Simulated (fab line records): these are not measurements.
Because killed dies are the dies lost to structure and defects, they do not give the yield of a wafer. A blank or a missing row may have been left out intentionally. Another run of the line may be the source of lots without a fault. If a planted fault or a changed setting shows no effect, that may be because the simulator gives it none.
Which tool is to blame?    flow berkeley cmos170    Sampling: 13 lots, 39 wafers, 3 of 331 route steps

## WHAT THE GAUGES READ, wafer by wafer
UCB170_START_BOW_MEAS_00. Usual: INCOMING_BOW gives 0 um (standard deviation 6.6).
lot   measured     on             INCOMING_BOW (um)  flag
L840  day 1 15:01  film metro-03  11 -1 12           
L841  day 1 20:01  film metro-01  -6 -5 0            
L842  day 2 01:00  film metro-02  -3 -10 1           
L843  day 2 06:01  film metro-02  -3 -2 -1           
L844  day 2 11:01  film metro-01  -3 0 -6            
L846  day 2 21:00  film metro-02  -7 1 6             
L848  day 3 07:01  film metro-03  -1 -8 4            
L853  day 4 08:01  film metro-01  -2 -6 4            
L856  day 4 23:02  film metro-02  2 0 -3             
L857  day 5 04:01  film metro-01  -2 -8 6            
L858  day 5 09:01  film metro-01  9 0 14             
L859  day 5 14:00  film metro-03  -5 -1 15           
L862  day 6 05:00  film metro-03  -3 5 1             

UCB170_NWELL_THK_MEAS_05. Usual: NWELL_NITRIDE_THK gives 223.6 nm (standard deviation 2).
lot   measured     on             NWELL_NITRIDE_THK (nm)  flag
L840  day 2 08:30  film metro-02  224.7 224.9 224.4       
L841  day 2 18:52  film metro-01  220.2 221.2 220.8       
L842  day 3 01:55  film metro-02  222.7 220.5 222.0       
L843  day 3 01:56  film metro-01  219.3 220.6 218.8       
L844  day 3 10:55  film metro-02  222.2 225.1 223.6       
L846  day 3 19:35  film metro-01  221.8 221.1 221.2       
L848  day 4 06:41  film metro-02  225.9 225.4 222.9       
L853  day 5 17:38  film metro-01  228.1 227.2 227.1       
L856  day 6 01:59  film metro-01  222.8 222.4 222.7       
L857  day 6 08:51  film metro-04  226.7 225.0 224.9       
L858  day 6 08:51  film metro-01  223.0 222.7 222.2       
L859  day 6 13:56  film metro-04  222.1 224.3 222.5       
L862  day 7 00:49  film metro-04  223.2 223.9 224.2       

UCB170_NWELL_TW_MEAS_16. Usual: NWELL_TW gives 1252 (standard deviation 12).
lot   measured     on             NWELL_TW        flag
L840  day 2 10:42  film metro-01  1272 1270 1271  
L841  day 2 20:49  film metro-01  1278 1276 1264  
L842  day 3 03:54  film metro-01  1261 1256 1260  
L843  day 3 03:50  film metro-02  1237 1240 1251  
L844  day 3 12:12  film metro-02  1243 1239 1248  
L846  day 3 21:10  film metro-02  1235 1244 1242  
L848  day 4 08:07  film metro-02  1247 1248 1254  
L853  day 5 18:56  film metro-01  1261 1263 1264  
L856  day 6 03:25  film metro-02  1240 1243 1238  
L857  day 6 11:23  film metro-04  1238 1242 1239  
L858  day 6 10:32  film metro-02  1236 1235 1239  
L859  day 6 15:13  film metro-04  1241 1243 1238  
L862  day 7 03:41  film metro-04  1251 1235 1241  

## EACH LOT AND THE TOOL THAT RAN IT (in order: tool; ch and the chambers of the sampled wafers; start)
There is no process step in the record ahead of these readings.

## AS READ BY THE TOOLS THEMSELVES (means over the sampled wafers that have a number; for cases with no such wafer, the mark the record gives instead)
The record holds no such reading with a usual standard deviation.

## THE ANSWER, worked out from the rows above alone
Rule: lot off if the mean of its wafers having a number is beyond 3 standard deviations from the usual mean. A lot without any number at a reading at which 4 lots or more have one is off too. Any other lot the step has rows for is counted as sound. Order of review: gauges by route order, followed by the tools' own readings, for which a lot's mean as printed above is used. At the first step where some lot is off, the reading lying furthest off is the one used; lots without a number count as furthest.
No lot is off on any of the readings shown, so nothing can be concluded from this.

## WHAT HAD BEEN PUT IN BY THE SIMULATOR
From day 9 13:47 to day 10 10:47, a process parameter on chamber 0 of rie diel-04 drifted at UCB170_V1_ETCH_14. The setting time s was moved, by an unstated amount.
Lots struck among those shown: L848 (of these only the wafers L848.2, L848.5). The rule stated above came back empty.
